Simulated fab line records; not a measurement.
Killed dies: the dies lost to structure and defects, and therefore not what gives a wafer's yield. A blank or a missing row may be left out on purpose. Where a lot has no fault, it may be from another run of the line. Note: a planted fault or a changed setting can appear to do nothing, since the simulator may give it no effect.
The tool behind it: which one? :: flow berkeley_cmos170 :: 21 wafers from 7 lots sampled at 4 of the route's 331 steps

== WHAT EACH GAUGE READ, for each wafer ==
UCB170_V2_THK_MEAS_01.
lot: L639
measured: day 9 13:33
on: film_metro-03
V2_TEOS_THK (nm): 1941 2005 2007

lot: L641
measured: day 10 16:10
on: film_metro-04
V2_TEOS_THK (nm): 1951 1960 2005

lot: L643
measured: day 10 18:04
on: film_metro-02
V2_TEOS_THK (nm): 1963 2001 2007

lot: L647
measured: day 11 15:10
on: film_metro-03
V2_TEOS_THK (nm): 1987 2039 2028

lot: L651
measured: day 12 18:10
on: film_metro-04
V2_TEOS_THK (nm): 1969 1995 1990

lot: L653
measured: day 13 08:01
on: film_metro-02
V2_TEOS_THK (nm): 2003 1996 2043

lot: L657
measured: day 13 16:38
on: film_metro-03
V2_TEOS_THK (nm): 2002 2001 2007

== TOOL THAT RAN EACH LOT (tool first, then ch and the chambers of the sampled wafers, then the start) ==
lot: L639
UCB170_ZERO_STRIP_07: plasma_asher-01 ch 0,1, day 2 10:35
UCB170_CONTACT_ETCH_17: rie_diel-02 ch 0,1, day 9 01:23
UCB170_CONTACT_STRIP_19: plasma_asher-04 ch 1, day 9 01:33

lot: L641
UCB170_ZERO_STRIP_07: plasma_asher-02 ch 0,1, day 3 03:14
UCB170_CONTACT_ETCH_17: rie_diel-04 ch 1,2, day 10 06:31
UCB170_CONTACT_STRIP_19: plasma_asher-03 ch 0,1, day 10 06:41

lot: L643
UCB170_ZERO_STRIP_07: plasma_asher-01 ch 0,1, day 3 12:47
UCB170_CONTACT_ETCH_17: rie_diel-02 ch 0,3, day 10 07:23
UCB170_CONTACT_STRIP_19: plasma_asher-01 ch 0,1, day 10 07:34

lot: L647
UCB170_ZERO_STRIP_07: plasma_asher-01 ch 0,1, day 4 04:23
UCB170_CONTACT_ETCH_17: rie_diel-02 ch 2,3, day 11 05:07
UCB170_CONTACT_STRIP_19: plasma_asher-01 ch 0,1, day 11 05:17

lot: L651
UCB170_ZERO_STRIP_07: plasma_asher-01 ch 0,1, day 4 22:42
UCB170_CONTACT_ETCH_17: rie_diel-02 ch 0,3, day 12 08:00
UCB170_CONTACT_STRIP_19: plasma_asher-03 ch 0,1, day 12 08:12

lot: L653
UCB170_ZERO_STRIP_07: plasma_asher-03 ch 0,1, day 5 15:31
UCB170_CONTACT_ETCH_17: rie_diel-03 ch 0,2,3, day 12 18:21
UCB170_CONTACT_STRIP_19: plasma_asher-03 ch 0,1, day 12 18:31

lot: L657
UCB170_ZERO_STRIP_07: plasma_asher-02 ch 0,1, day 6 04:04
UCB170_CONTACT_ETCH_17: rie_diel-02 ch 0,3, day 13 05:38
UCB170_CONTACT_STRIP_19: plasma_asher-01 ch 0,1, day 13 05:49
- UCB170_ZERO_STRIP_07: strips in O2.
- UCB170_CONTACT_ETCH_17: etches BARC in N2/H2.
- UCB170_CONTACT_STRIP_19: strips in O2.

== THE ANSWER, worked out from the rows above alone ==
Rule: the usual values come from the lots themselves. Put in order of their means at a reading, lots are off if they are a third of the lots or fewer, leave a main group of 4 or more, and stand apart from it by a gap of 3 or more times the standard deviation of the main group's means; of several such gaps the widest counts. A main group is skipped when, at the precision printed for the reading in the tables above, its means are all equal. Also off: a lot with no number at a reading for which 4 or more lots have one. All remaining lots with rows at the step are treated as sound.
None of the lots is off at any reading shown; this tells nothing.

== WHAT THE SIMULATOR HAD PUT IN ==
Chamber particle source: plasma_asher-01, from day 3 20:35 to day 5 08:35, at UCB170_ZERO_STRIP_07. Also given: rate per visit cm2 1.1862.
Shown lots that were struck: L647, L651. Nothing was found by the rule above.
